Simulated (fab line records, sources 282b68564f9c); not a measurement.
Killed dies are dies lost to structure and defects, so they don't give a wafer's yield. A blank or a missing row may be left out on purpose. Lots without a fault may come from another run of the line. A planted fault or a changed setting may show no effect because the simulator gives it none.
fab line records | flow rit_cmos
record lots=7 wafers=21 last_day=7
route steps=202 shown NLDD@110 PLDD@114 SPACER@125 NSD@131 PSD@142 M1@202
lots that met no fault: from a run of the same line without faults
start_h: hours from the record's first day to the start of the lot's first wafer shown | wait_h: hours since the lot's step before | " the same as in the row above | L1.1+2: a row that stands for several wafers | - no value, or no start given | * or withheld: withheld | < > ~ a bound
route shown NAME@n: a module of which the file shows steps, and the number in the route of the first | usual: mean/standard deviation of fault-free wafers | same: alike in all rows | chamber/n: place in a boat | sites: the reading at each site | _std_site: their standard deviation | _edge_site: outer sites' mean less inner sites' | radius_mm: how far each site lies from the wafer's centre | mask NAME#n: copy n | behind: the tool/chamber that last shaped the wafer | hold: why the lot was held/for how many hours/how that ended | device: the transistor (n, p or np) that didn't switch | end of line: the same wafers' tests at the end of the route | a step without rows: its recipe alone | killed: dies lost to structure and defects at the first sort, not the wafer's yield | map: a wafer's dies, x killed, . not, _ none there
set.NAME: the setting as run; set.NAME@STEP: as run at that earlier step | model.NAME: the simulator's own value behind a step, which no gauge read
lots at some steps of the route; a table a step, a row a wafer
services: from which hour (start_h, from the record's first day; less than 0 if before it) a tool's chamber was out of use, for how many hours, and why
## steps
# step RIT_NLDD_HARDBAKE_07
# recipe resist=NOVOLAK temp_c=140 time_s=60
# step RIT_NLDD_IMPLANT_08
# recipe species=P energy_kev=20 dose_cm2=5e+14 tilt_deg=7
# step RIT_NLDD_STRIP_09
# recipe chemistry=O2 time_s=180 resist=NOVOLAK platen_temp_c=withheld power_w=500 pressure_mtorr=4000 o2_flow_sccm=4000
# usual drypump_motor_current_A=5.80/0.29
# columns lot.wafer tool chamber start_h wait_h drypump_motor_current_A rf_hours_counter_h
L309.2 plasma_asher-01 0 80.52 0.1 5.21 45
L309.3 " 1 " " 6.02 -
L309.4 " 0 " " 5.23 -
L310.1 plasma_asher-03 1 83.07 0.1 6.12 44
L310.4 " 0 " " 5.88 -
L310.5 " 0 " " 5.82 -
L317.3 plasma_asher-04 0 117.46 0.1 5.99 -
L317.4 " 1 " " 5.58 -
L317.6 " 1 " " 5.57 -
L318.1 plasma_asher-01 0 122.01 0.1 5.21 49
L318.2 " 1 " " 5.99 49
L318.3 " 1 " " 6.02 -
L319.2 plasma_asher-03 1 125.85 0.1 6.11 1
L319.5 " 1 " " 6.13 -
L319.6 " 0 " " 5.85 -
L320.1 plasma_asher-04 0 128.43 0.1 5.96 46
L320.3 " 1 " " 5.58 -
L320.5 " 0 " " 5.99 -
L324.4 plasma_asher-01 1 150.58 0.1 6.02 -
L324.5 " 1 " " 6.01 -
L324.6 " 0 " " 5.20 -
# step RIT_NLDD_TW_MEAS_10
# usual NLDD_TW=2510/14
# columns lot.wafer tool chamber start_h wait_h NLDD_TW
L309.2 film_metro-01 - 80.70 0.1 2516
L309.3 " - " " 2501
L309.4 " - " " 2504
L310.1 film_metro-04 - 83.24 0.1 2499
L310.4 " - " " 2486
L310.5 " - " " 2487
L317.3 film_metro-02 - 117.60 0.1 2550
L317.4 " - " " 2550
L317.6 " - " " 2532
L318.1 film_metro-02 - 122.19 0.1 2512
L318.2 " - " " 2518
L318.3 " - " " 2514
L319.2 film_metro-01 - 126.03 0.1 2524
L319.5 " - " " 2525
L319.6 " - " " 2529
L320.1 film_metro-01 - 128.61 0.1 2506
L320.3 " - " " 2514
L320.5 " - " " 2527
L324.4 film_metro-02 - 150.72 0.1 2525
L324.5 " - " " 2520
L324.6 " - " " 2521
# step RIT_PLDD_HMDS_00
# recipe prime_time_s=60 prime_temp_c=140
# step RIT_PLDD_COAT_01
# recipe resist=NOVOLAK spin_rpm=3276 resist_thk_nm=1000
# step RIT_PLDD_SOFTBAKE_02
# recipe resist=NOVOLAK temp_c=90 time_s=60
# step RIT_PLDD_EXPOSE_03
# recipe mask_id=M8 na=0.57 target_cd_nm=40900 dose_mj=250
# step RIT_PLDD_PEB_04
# recipe resist=NOVOLAK temp_c=withheld time_s=withheld
# step RIT_PLDD_DEVELOP_05
# recipe resist=NOVOLAK develop_time_s=50 dev_temp_c=23
# step RIT_PLDD_OVL_MEAS_06
# usual PLDD_OVL=0.9/1.5
# columns lot.wafer tool chamber start_h wait_h PLDD_OVL[nm]
L309.2 overlay-01 - 81.61 - 2.4
L309.3 " - " " 0.6
L309.4 " - " " 2.4
L310.1 overlay-01 - 84.28 - 2.5
L310.4 " - " " 2.6
L310.5 " - " " 1.5
L317.3 overlay-01 - 118.50 - 1.9
L317.4 " - " " 0.5
L317.6 " - " " 2.5
L318.1 overlay-01 - 123.18 - 0.9
L318.2 " - " " 0.3
L318.3 " - " " 0.7
L319.2 overlay-01 - 127.07 - 0.2
L319.5 " - " " 0.8
L319.6 " - " " 0.6
L320.1 overlay-02 - 129.52 - 1.4
L320.3 " - " " -0.1
L320.5 " - " " 2.8
L324.4 overlay-02 - 151.85 - -2.8
L324.5 " - " " -2.8
L324.6 " - " " -1.3
# step RIT_PLDD_HARDBAKE_07
# recipe resist=NOVOLAK temp_c=140 time_s=60
# step RIT_PLDD_IMPLANT_08
# recipe species=BF2 energy_kev=20 dose_cm2=9e+14 tilt_deg=7
# usual beam_energy_keV=19.998/0.0057 beam_on_s=10.01/0.2 faraday_current_uA=2819/56
# columns lot.wafer tool chamber start_h wait_h beam_energy_keV beam_on_s faraday_current_uA
L309.2 implanter-02 0 81.81 0.1 19.997 9.86 2859
L309.3 " 0 " " 19.995 10.07 2797
L309.4 " 0 " " 20.006 10.05 2821
L310.1 implanter-01 0 84.46 0.1 20.004 9.80 2863
L310.4 " 0 " " 19.995 9.97 2830
L310.5 " 0 " " 19.999 9.75 2886
L317.3 implanter-01 0 118.72 0.1 19.994 14.54 1941
L317.4 " 0 " " 19.985 14.42 1959
L317.6 " 0 " " 19.997 14.29 1972
L318.1 implanter-02 0 123.37 0.1 20.003 9.70 2917
L318.2 " 0 " " 20.009 10.01 2818
L318.3 " 0 " " 20.002 10.31 2736
L319.2 implanter-01 0 127.27 0.1 20.001 14.01 2007
L319.5 " 0 " " 20.003 14.77 1903
L319.6 " 0 " " 20.002 13.90 2036
L320.1 implanter-01 0 129.70 0.1 20.000 14.43 1949
L320.3 " 0 " " 20.005 14.12 1991
L320.5 " 0 " " 20.008 14.39 1962
L324.4 implanter-02 0 152.10 0.1 19.991 9.95 2840
L324.5 " 0 " " 20.002 9.91 2851
L324.6 " 0 " " 19.997 9.97 2848
# step RIT_PLDD_STRIP_09
# recipe chemistry=O2 time_s=180 resist=NOVOLAK platen_temp_c=withheld power_w=500 pressure_mtorr=4000 o2_flow_sccm=4181
# usual drypump_motor_current_A=5.69/0.29
# columns lot.wafer tool chamber start_h wait_h drypump_motor_current_A rf_hours_counter_h
L309.2 plasma_asher-02 0 81.94 0.1 5.78 30
L309.3 " 1 " " 5.34 -
L309.4 " 0 " " 5.80 -
L310.1 plasma_asher-04 1 84.61 0.1 5.60 41
L310.4 " 1 " " 5.57 -
L310.5 " 1 " " 5.59 -
L317.3 plasma_asher-01 1 118.88 0.1 6.05 -
L317.4 " 0 " " 5.20 -
L317.6 " 0 " " 5.22 -
L318.1 plasma_asher-04 0 123.52 0.1 5.98 45
L318.2 " 1 " " 5.54 45
L318.3 " 0 " " 5.97 -
L319.2 plasma_asher-02 1 127.40 0.1 5.38 36
L319.5 " 0 " " 5.80 -
L319.6 " 1 " " 5.38 -
L320.1 plasma_asher-04 1 129.85 0.1 5.56 46
L320.3 " 1 " " 5.56 -
L320.5 " 0 " " 5.99 -
L324.4 plasma_asher-04 1 152.23 0.1 5.57 -
L324.5 " 1 " " 5.60 -
L324.6 " 0 " " 5.99 -
# step RIT_PLDD_TW_MEAS_10
# usual PLDD_TW=2364/12
# columns lot.wafer tool chamber start_h wait_h PLDD_TW
L309.2 film_metro-02 - 82.12 0.1 2375
L309.3 " - " " 2362
L309.4 " - " " 2387
L310.1 film_metro-04 - 84.79 0.1 2366
L310.4 " - " " 2361
L310.5 " - " " 2358
L317.3 film_metro-02 - 119.02 0.1 2609
L317.4 " - " " 2598
L317.6 " - " " 2607
L318.1 film_metro-04 - 123.69 0.1 2365
L318.2 " - " " 2367
L318.3 " - " " 2362
L319.2 film_metro-01 - 127.58 0.1 2591
L319.5 " - " " 2596
L319.6 " - " " 2608
L320.1 film_metro-04 - 130.03 0.1 2592
L320.3 " - " " 2579
L320.5 " - " " 2582
L324.4 film_metro-04 - 152.38 0.1 2343
L324.5 " - " " 2352
L324.6 " - " " 2357
# step RIT_SPACER_CLEAN_00
# recipe chemistry=SC1 mix=3:3:50 time_s=600 temp_c=75
# step RIT_SPACER_CLEAN_01
# recipe chemistry=dHF dilution=50:1 time_s=30
# step RIT_SPACER_CLEAN_02
# recipe chemistry=SC2 mix=3:3:50 time_s=600 temp_c=75 dry=n2_spin
# step RIT_SPACER_CVD_03
# recipe material=Si3N4 target_thk_nm=250 temp_c=810 precursor=SiH2Cl2/NH3 time_s=3300 pressure_mtorr=300 sih2cl2_flow_sccm=60 nh3_flow_sccm=150
# step RIT_SPACER_THK_MEAS_04
# recipe reads=Si3N4_of_SPACER_CVD_03
# usual SPACER_NITRIDE_THK=251.5/2.1
# columns lot.wafer tool chamber start_h wait_h SPACER_NITRIDE_THK[nm]
L309.2 film_metro-02 - 84.50 0.0 251.9
L309.3 " - " " 253.0
L309.4 " - " " 250.4
L310.1 film_metro-03 - 87.49 0.0 251.4
L310.4 " - " " 252.0
L310.5 " - " " 253.9
L317.3 film_metro-01 - 121.38 0.0 251.2
L317.4 " - " " 251.3
L317.6 " - " " 253.2
L318.1 film_metro-02 - 126.05 0.0 249.2
L318.2 " - " " 250.4
L318.3 " - " " 249.2
L319.2 film_metro-02 - 131.01 0.0 253.1
L319.5 " - " " 253.3
L319.6 " - " " 253.6
L320.1 film_metro-02 - 132.39 0.0 252.0
L320.3 " - " " 251.9
L320.5 " - " " 251.8
L324.4 film_metro-02 - 154.72 0.0 251.0
L324.5 " - " " 252.3
L324.6 " - " " 252.2
# step RIT_SPACER_ETCHBACK_05
# recipe target_depth_a=2500 SF6_flow_sccm=30 CHF3_flow_sccm=30 target=Si3N4 chemistry=SF6/CHF3 pressure_mtorr=40 rf_w=250 time_s=240 stop_on=SiO2
# usual SF6_flow_sccm=29.99/0.085 drypump_motor_current_A=5.6/0.52 oes_product_au=0.845/0.016 rf_fwd_power_W=249.4/0.8 throttle_valve_pct=10.30/0.14
# columns lot.wafer tool chamber start_h wait_h SF6_flow_sccm drypump_motor_current_A oes_product_au rf_fwd_power_W rf_hours_counter_h throttle_valve_pct
L309.2 rie_diel-04 0 84.55 0.0 30.11 5.7 0.842 249.2 75 10.29
L309.3 " 3 " " 29.95 4.7 0.868 250.5 105 10.06
L309.4 " 1 " " 29.93 5.7 0.840 248.8 158 10.27
L310.1 rie_diel-01 2 87.55 0.1 30.01 5.7 0.853 249.5 6 10.38
L310.4 " 0 " " 30.12 6.5 0.839 248.2 1 10.33
L310.5 " 2 " " 30.02 5.7 0.866 249.4 - 10.40
L317.3 rie_diel-01 2 121.42 0.0 29.81 5.8 0.848 248.6 7 10.39
L317.4 " 1 " " 29.94 5.7 0.836 250.5 - 10.43
L317.6 " 3 " " 29.99 5.9 0.839 250.0 - 10.31
L318.1 rie_diel-02 2 126.11 0.1 30.01 4.8 0.828 248.8 77 10.38
L318.2 " 1 " " 29.98 5.9 0.820 250.1 8 10.37
L318.3 " 0 " " 29.91 6.2 0.856 248.1 142 10.47
L319.2 rie_diel-04 3 131.06 0.0 29.78 4.7 0.862 248.7 106 10.08
L319.5 " 3 " " 29.98 4.7 0.859 250.0 - 10.07
L319.6 " 2 " " 30.09 5.1 0.873 250.3 - 10.36
L320.1 rie_diel-01 1 132.45 0.1 30.00 5.7 0.840 249.5 67 10.43
L320.3 " 3 " " 29.97 5.9 0.826 249.2 9 10.31
L320.5 " 3 " " 29.95 5.9 0.825 248.3 - 10.31
L324.4 rie_diel-04 0 154.75 0.0 30.03 5.7 0.836 249.4 76 10.30
L324.5 " 1 " " 29.92 5.7 0.865 250.0 - 10.27
L324.6 " 2 " " 30.03 5.1 0.868 249.4 - 10.35
# step RIT_NSD_HMDS_00
# recipe prime_time_s=60 prime_temp_c=140
# step RIT_NSD_COAT_01
# recipe resist=NOVOLAK spin_rpm=3250 resist_thk_nm=1000
# step RIT_NSD_SOFTBAKE_02
# recipe resist=NOVOLAK temp_c=90 time_s=60
# step RIT_NSD_EXPOSE_03
# recipe mask_id=M9 na=0.57 target_cd_nm=40700 dose_mj=250
# step RIT_NSD_PEB_04
# recipe resist=NOVOLAK temp_c=withheld time_s=withheld
# step RIT_NSD_DEVELOP_05
# recipe resist=NOVOLAK develop_time_s=50 dev_temp_c=23
# step RIT_NSD_OVL_MEAS_06
# usual NSD_OVL=0.0/1.4
# columns lot.wafer tool chamber start_h wait_h NSD_OVL[nm]
L309.2 overlay-02 - 85.55 - 1.8
L309.3 " - " " 0.7
L309.4 " - " " -0.9
L310.1 overlay-02 - 88.67 - -1.1
L310.4 " - " " -0.5
L310.5 " - " " -0.8
L317.3 overlay-01 - 122.50 - 0.5
L317.4 " - " " 1.4
L317.6 " - " " 1.5
L318.1 overlay-02 - 127.34 - 2.7
L318.2 " - " " 1.2
L318.3 " - " " 1.7
L319.2 overlay-01 - 132.27 - 1.2
L319.5 " - " " 0.6
L319.6 " - " " 0.8
L320.1 overlay-01 - 133.45 - -0.9
L320.3 " - " " -1.5
L320.5 " - " " 0.4
L324.4 overlay-01 - 155.77 - 1.2
L324.5 " - " " 0.9
L324.6 " - " " 0.3
# step RIT_NSD_HARDBAKE_07
# recipe resist=NOVOLAK temp_c=140 time_s=60
# step RIT_NSD_IMPLANT_08
# recipe species=P energy_kev=25.27 dose_cm2=1e+15 tilt_deg=7
# step RIT_NSD_STRIP_09
# recipe chemistry=O2 time_s=180 resist=NOVOLAK platen_temp_c=withheld power_w=500 pressure_mtorr=4000 o2_flow_sccm=4000
# usual drypump_motor_current_A=5.80/0.27
# columns lot.wafer tool chamber start_h wait_h drypump_motor_current_A rf_hours_counter_h
L309.2 plasma_asher-03 0 85.88 0.1 5.87 44
L309.3 " 1 " " 6.21 -
L309.4 " 0 " " 5.88 -
L310.1 plasma_asher-03 1 89.01 0.1 6.19 44
L310.4 " 1 " " 6.17 -
L310.5 " 0 " " 5.89 -
L317.3 plasma_asher-03 1 122.88 0.1 6.18 -
L317.4 " 0 " " 5.88 -
L317.6 " 1 " " 6.10 -
L318.1 plasma_asher-03 0 127.68 0.1 5.87 1
L318.2 " 1 " " 6.11 1
L318.3 " 0 " " 5.89 -
L319.2 plasma_asher-02 1 132.60 0.1 5.36 36
L319.5 " 0 " " 5.80 -
L319.6 " 1 " " 5.35 -
L320.1 plasma_asher-03 0 133.78 0.1 5.84 2
L320.3 " 1 " " 6.14 -
L320.5 " 1 " " 6.15 -
L324.4 plasma_asher-03 0 156.14 0.1 5.91 -
L324.5 " 1 " " 6.15 -
L324.6 " 0 " " 5.89 -
# step RIT_NSD_TW_MEAS_10
# usual NSD_TW=3156/16
# columns lot.wafer tool chamber start_h wait_h NSD_TW
L309.2 film_metro-02 - 86.07 0.1 3178
L309.3 " - " " 3170
L309.4 " - " " 3167
L310.1 film_metro-01 - 89.18 0.1 3145
L310.4 " - " " 3152
L310.5 " - " " 3140
L317.3 film_metro-02 - 123.01 0.1 3150
L317.4 " - " " 3130
L317.6 " - " " 3145
L318.1 film_metro-04 - 127.85 0.1 3158
L318.2 " - " " 3139
L318.3 " - " " 3151
L319.2 film_metro-01 - 132.78 0.1 3178
L319.5 " - " " 3159
L319.6 " - " " 3163
L320.1 film_metro-04 - 133.96 0.1 3148
L320.3 " - " " 3164
L320.5 " - " " 3160
L324.4 film_metro-04 - 156.29 0.1 3123
L324.5 " - " " 3131
L324.6 " - " " 3128
# step RIT_PSD_HMDS_00
# recipe prime_time_s=60 prime_temp_c=140
# step RIT_PSD_COAT_01
# recipe resist=NOVOLAK spin_rpm=3250 resist_thk_nm=1000
# step RIT_PSD_SOFTBAKE_02
# recipe resist=NOVOLAK temp_c=90 time_s=60
# step RIT_PSD_EXPOSE_03
# recipe mask_id=M10 na=0.57 target_cd_nm=40900 dose_mj=250
# step RIT_PSD_PEB_04
# recipe resist=NOVOLAK temp_c=withheld time_s=withheld
# step RIT_PSD_DEVELOP_05
# recipe resist=NOVOLAK develop_time_s=50 dev_temp_c=23
# step RIT_PSD_OVL_MEAS_06
# usual PSD_OVL=0.8/1.3
# columns lot.wafer tool chamber start_h wait_h PSD_OVL[nm]
L309.2 overlay-01 - 87.10 - 2.5
L309.3 " - " " 2.3
L309.4 " - " " 2.2
L310.1 overlay-01 - 90.42 - 0.4
L310.4 " - " " 1.1
L310.5 " - " " 0.9
L317.3 overlay-01 - 124.04 - 0.2
L317.4 " - " " -2.3
L317.6 " - " " -1.4
L318.1 overlay-01 - 128.76 - 0.5
L318.2 " - " " 0.8
L318.3 " - " " 0.0
L319.2 overlay-02 - 133.82 - -1.4
L319.5 " - " " 0.5
L319.6 " - " " -1.7
L320.1 overlay-01 - 134.99 - 1.6
L320.3 " - " " 1.6
L320.5 " - " " 1.5
L324.4 overlay-01 - 157.19 - 2.2
L324.5 " - " " 2.1
L324.6 " - " " 1.4
# step RIT_PSD_HARDBAKE_07
# recipe resist=NOVOLAK temp_c=140 time_s=60
# step RIT_PSD_IMPLANT_08
# recipe species=BF2 energy_kev=27 dose_cm2=5.072e+15 tilt_deg=7
# step RIT_PSD_STRIP_09
# recipe chemistry=O2 time_s=180 resist=NOVOLAK platen_temp_c=withheld power_w=500 pressure_mtorr=4000 o2_flow_sccm=4000
# usual drypump_motor_current_A=5.7/0.35
# columns lot.wafer tool chamber start_h wait_h drypump_motor_current_A rf_hours_counter_h
L309.2 plasma_asher-01 0 87.43 0.1 5.2 45
L309.3 " 1 " " 6.0 -
L309.4 " 0 " " 5.2 -
L310.1 plasma_asher-01 0 90.76 0.1 5.2 45
L310.4 " 1 " " 6.0 -
L310.5 " 0 " " 5.2 -
L317.3 plasma_asher-02 1 124.42 0.1 5.4 -
L317.4 " 0 " " 5.8 -
L317.6 " 0 " " 5.8 -
L318.1 plasma_asher-01 1 129.10 0.1 6.0 50
L318.2 " 0 " " 5.2 50
L318.3 " 1 " " 6.0 -
L319.2 plasma_asher-01 1 134.15 0.1 6.0 50
L319.5 " 1 " " 6.1 -
L319.6 " 0 " " 5.2 -
L320.1 plasma_asher-01 1 135.33 0.1 6.0 51
L320.3 " 1 " " 6.0 -
L320.5 " 0 " " 5.2 -
L324.4 plasma_asher-02 1 157.57 0.1 5.4 -
L324.5 " 1 " " 5.4 -
L324.6 " 0 " " 5.8 -
# step RIT_SDANNEAL_RS_MEAS_06
# recipe thk_meas_gauge=four-point-probe
# usual PLDD_RS=178.6/0.41
# columns lot.wafer tool chamber start_h wait_h PLDD_RS[ohm/sq]
L309.2 film_metro-02 - 88.35 0.1 178.7
L309.3 " - " " 178.6
L309.4 " - " " 178.4
L310.1 film_metro-04 - 91.66 0.1 178.9
L310.4 " - " " 179.2
L310.5 " - " " 179.4
L317.3 film_metro-04 - 125.31 0.1 160.2
L317.4 " - " " 160.2
L317.6 " - " " 159.7
L318.1 film_metro-02 - 130.00 0.1 178.6
L318.2 " - " " 177.9
L318.3 " - " " 178.7
L319.2 film_metro-02 - 135.07 0.1 160.5
L319.5 " - " " 159.7
L319.6 " - " " 160.2
L320.1 film_metro-04 - 136.23 0.1 160.9
L320.3 " - " " 161.3
L320.5 " - " " 161.1
L324.4 film_metro-02 - 158.82 0.1 178.5
L324.5 " - " " 178.2
L324.6 " - " " 178.3
# step RIT_M1_PROBE_99
# usual killed_at_M0_to_M3=0.0/0.12 killed_at_contacts=0.0/0.22 killed_at_front_end=7/3.2 killed_dies=8/3.2 killed_on_rim=1.9/1.4 killed_open=3.7/2.1 killed_short=3.8/2.2
# same gross_dies=264 killed_at_M4_up=0 killed_at_back_side=0 killed_at_other=0
# columns lot.wafer tool chamber start_h wait_h killed_at_M0_to_M3 killed_at_contacts killed_at_front_end killed_dies killed_on_rim killed_open killed_short model.etest.pmos_turned.r_on_ohm_um model.etest.pmos_0p15.r_on_ohm_um model.etest.pldd.rs_ohm_sq model.etest.pldd.line_ohm_um model.etest.pmos_turned.drive_ua_um model.etest.pmos_0p15.drive_ua_um model.etest.pmos_0p15.off_log10_a_um model.etest.retro_edge_pmos.off_log10_a_um
L309.2 prober-01 - 95.68 0.1 0 0 8 8 2 5 3 3487 2822 512 163.7 187 249.7 -10.49 -10.48
L309.3 prober-01 - 95.73 0.2 0 0 11 11 2 3 8 3479 2782 510.9 160 187.3 253.6 -10.46 -10.43
L309.4 prober-01 - 95.78 0.2 1 0 8 9 3 3 6 3524 2803 524.5 164.4 184.7 250.7 -10.6 -10.5
L310.1 prober-02 - 98.69 0.1 0 0 6 6 0 1 5 3459 2796 486.3 152.3 192.3 254.6 -10.59 -10.35
L310.4 prober-02 - 98.84 0.2 0 0 3 3 0 2 1 3362 2723 479.7 148.8 195.8 261.1 -10.52 -10.21
L310.5 prober-02 - 98.89 0.2 0 0 8 8 2 4 4 3375 2717 494.9 151.3 195.4 263.5 -10.21 -10.12
L317.3 prober-01 - 132.52 0.2 0 0 5 5 2 1 4 3063 2477 364.4 114 224.5 290.2 -9.459 -9.258
L317.4 prober-01 - 132.57 0.2 0 0 12 12 1 2 10 3044 2466 367.9 114.7 217.2 285.2 -9.685 -9.582
L317.6 prober-01 - 132.67 0.2 0 0 5 5 1 5 0 3090 2475 367.6 113.8 212.9 280.4 -9.66 -9.587
L318.1 prober-02 - 137.24 0.1 0 0 8 8 2 4 4 3532 2842 558.9 175.8 181 251.7 -10.37 -10.26
L318.2 prober-02 - 137.29 0.1 0 1 9 10 2 6 4 3592 2849 565.2 177 176.9 252.1 -10.65 -10.53
L318.3 prober-02 - 137.34 0.2 0 0 5 5 3 2 3 3591 2802 578.4 181.8 176.4 253.9 -10.43 -10.29
L319.2 prober-01 - 142.26 0.1 0 0 9 9 1 6 3 3384 2705 438.4 136.9 193.4 262.4 -10.18 -10.04
L319.5 prober-01 - 142.41 0.2 0 0 11 11 3 6 5 3317 2680 409.5 129 201.4 265.9 -10.27 -10.29
L319.6 prober-01 - 142.46 0.2 0 0 9 9 1 6 3 3243 2599 406.1 129.5 203.5 269.9 -10.05 -9.838
L320.1 prober-02 - 143.71 0.1 0 0 8 8 3 4 4 3223 2595 388.6 122.8 209.6 272.8 -10.04 -9.961
L320.3 prober-02 - 143.81 0.2 0 0 6 6 3 3 3 3212 2595 406.8 130.3 204.9 270.9 -10.03 -9.833
L320.5 prober-02 - 143.91 0.2 0 0 8 8 1 4 4 3214 2604 393.2 124.2 207 271.6 -10.08 -10.04
L324.4 prober-02 - 166.16 0.2 0 0 6 6 2 4 2 3233 2606 472.1 146.5 202.4 270.3 -10.05 -9.936
L324.5 prober-02 - 166.21 0.2 0 0 10 10 4 5 5 3244 2607 481.6 152.9 204.1 273.3 -9.99 -9.907
L324.6 prober-02 - 166.26 0.2 0 0 8 8 1 6 2 3219 2586 464.6 147.2 207.2 274.5 -10.06 -10.2
# killed by level:class
L309.2 FOX2:geometric_particle:open=2 GATE:geometric_particle:open=2 FOX1:geometric_particle:short=1 GATE:geometric_particle:short=1 REOX:geometric_particle:short=1 REOX:geometric_particle:open=1
L309.3 REOX:geometric_particle:short=4 ACTIVE:geometric_particle:short=1 FOX1:geometric_particle:open=1 FOX1:geometric_particle:short=1 FOX2:geometric_particle:short=1 GATE:geometric_particle:short=1 REOX:geometric_particle:open=1 SPACER:geometric_particle:open=1
L309.4 FOX2:geometric_particle:short=2 GATE:geometric_particle:open=2 REOX:geometric_particle:short=2 GATE:geometric_particle:short=1 SPACER:geometric_particle:open=1 M1:geometric_particle:short=1
L310.1 GATE:geometric_particle:short=3 FOX1:geometric_particle:short=1 GATE:geometric_particle:open=1 SPACER:geometric_particle:short=1
L310.4 FOX2:geometric_particle:open=1 GATE:geometric_particle:short=1 SPACER:geometric_particle:open=1
L310.5 SPACER:geometric_particle:open=3 SILICIDE:geometric_particle:short=3 SPACER:geometric_particle:short=1 SILICIDE:geometric_particle:open=1
L317.3 REOX:geometric_particle:short=3 SPACER:geometric_particle:short=1 SILICIDE:geometric_particle:open=1
L317.4 GATE:geometric_particle:short=3 REOX:geometric_particle:short=2 SPACER:geometric_particle:short=2 SPACER:geometric_particle:open=2 ACTIVE:geometric_particle:short=1 FOX2:geometric_particle:short=1 SILICIDE:geometric_particle:short=1
L317.6 REOX:geometric_particle:open=3 GATE:geometric_particle:open=1 SPACER:geometric_particle:open=1
L318.1 GATE:geometric_particle:short=3 GATE:geometric_particle:open=2 FOX1:geometric_particle:open=1 SPACER:geometric_particle:open=1 SPACER:geometric_particle:short=1
L318.2 GATE:geometric_particle:open=2 REOX:geometric_particle:short=2 GATE:geometric_particle:short=1 REOX:geometric_particle:open=1 SPACER:geometric_particle:short=1 SPACER:geometric_particle:open=1 SILICIDE:geometric_particle:open=1 CONTACT:geometric_particle:open=1
L318.3 GATE:geometric_particle:short=2 GATE:geometric_particle:open=2 REOX:geometric_particle:short=1
L319.2 GATE:geometric_particle:open=3 GATE:geometric_particle:short=2 SILICIDE:geometric_particle:open=2 FOX2:geometric_particle:open=1 SPACER:geometric_particle:short=1
L319.5 FOX2:geometric_particle:short=3 SPACER:geometric_particle:open=3 SPACER:geometric_particle:short=2 SILICIDE:geometric_particle:open=2 GATE:geometric_particle:open=1
L319.6 GATE:geometric_particle:open=5 REOX:geometric_particle:short=2 GATE:geometric_particle:short=1 SPACER:geometric_particle:open=1
L320.1 GATE:geometric_particle:open=3 GATE:geometric_particle:short=2 FOX1:geometric_particle:short=1 FOX2:geometric_particle:open=1 SPACER:geometric_particle:short=1
L320.3 GATE:geometric_particle:short=2 FOX2:geometric_particle:open=1 FOX2:geometric_particle:short=1 GATE:geometric_particle:open=1 SILICIDE:geometric_particle:open=1
L320.5 GATE:geometric_particle:open=2 GATE:geometric_particle:short=2 SILICIDE:geometric_particle:open=2 REOX:geometric_particle:short=1 SILICIDE:geometric_particle:short=1
L324.4 FOX2:geometric_particle:open=2 GATE:geometric_particle:short=2 GATE:geometric_particle:open=1 SPACER:geometric_particle:open=1
L324.5 GATE:geometric_particle:short=2 GATE:geometric_particle:open=2 REOX:geometric_particle:short=2 FOX1:geometric_particle:short=1 FOX1:geometric_particle:open=1 REOX:geometric_particle:open=1 SILICIDE:geometric_particle:open=1
L324.6 GATE:geometric_particle:open=4 FOX2:geometric_particle:short=1 FOX2:geometric_particle:open=1 GATE:geometric_particle:short=1 SPACER:geometric_particle:open=1
## services
# columns tool chamber start_h hours kind
rie_diel-04 2 65.20 3.4 repair
plasma_asher-04 - 89.88 0.5 repair
rie_diel-04 2 94.52 - clean
rie_diel-04 2 94.52 12.9 scheduled_down
rie_diel-04 2 94.52 12.9 vent_cycle
implanter-02 - 107.19 5.2 repair
rie_diel-04 1 107.41 - clean
rie_diel-04 1 107.41 27.2 scheduled_down
rie_diel-04 1 107.41 27.2 vent_cycle
plasma_asher-03 - 108.75 9.0 pm
plasma_asher-03 0 108.75 9.0 vent_cycle
plasma_asher-03 1 108.75 9.0 vent_cycle
rie_diel-01 0 112.22 31.6 repair
plasma_asher-03 0 117.75 - clean
plasma_asher-03 1 117.75 - clean
rie_diel-04 0 123.51 8.8 repair
rie_diel-01 - 129.58 0.1 repair
plasma_asher-02 - 132.94 4.4 repair
implanter-01 - 146.92 0.6 repair
implanter-01 - 151.03 14.2 pm
## key
first_sign step=RIT_PLDD_IMPLANT_08 reading=beam_on_s direction=up sigmas=21 usual=10.01 struck=14.32
effect step=RIT_PLDD_IMPLANT_08 reading=faraday_current_uA direction=down sigmas=15 usual=2819 struck=1969
effect step=RIT_PLDD_TW_MEAS_10 reading=PLDD_TW direction=up sigmas=20 usual=2364 struck=2596
effect step=RIT_SDANNEAL_RS_MEAS_06 reading=PLDD_RS direction=down sigmas=44 usual=178.6 struck=160.4
model_effect step=RIT_M1_PROBE_99 value=etest.pmos_turned.r_on_ohm_um without=3454 struck=3199
met_at RIT_PLDD_IMPLANT_08
struck_wafers L317.3,L317.4,L317.6,L319.2,L319.5,L319.6,L320.1,L320.3,L320.5
tester_left_out L317,L319,L320
onset_between 84.46 118.72
fault kind=process_parameter_drift tool=implanter-01 chamber=- onset_h=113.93 steps=RIT_PLDD_IMPLANT_08 channel=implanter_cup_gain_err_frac offset=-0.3 shape=step end_h=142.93
# tester_left_out: of these lots the tester's yield and bins aren't shown, on N5 and GAA mostly nor the transistor test; their killed dies are dies lost to structure and defects alone, not to doping, threshold or leakage, so they don't give the yield
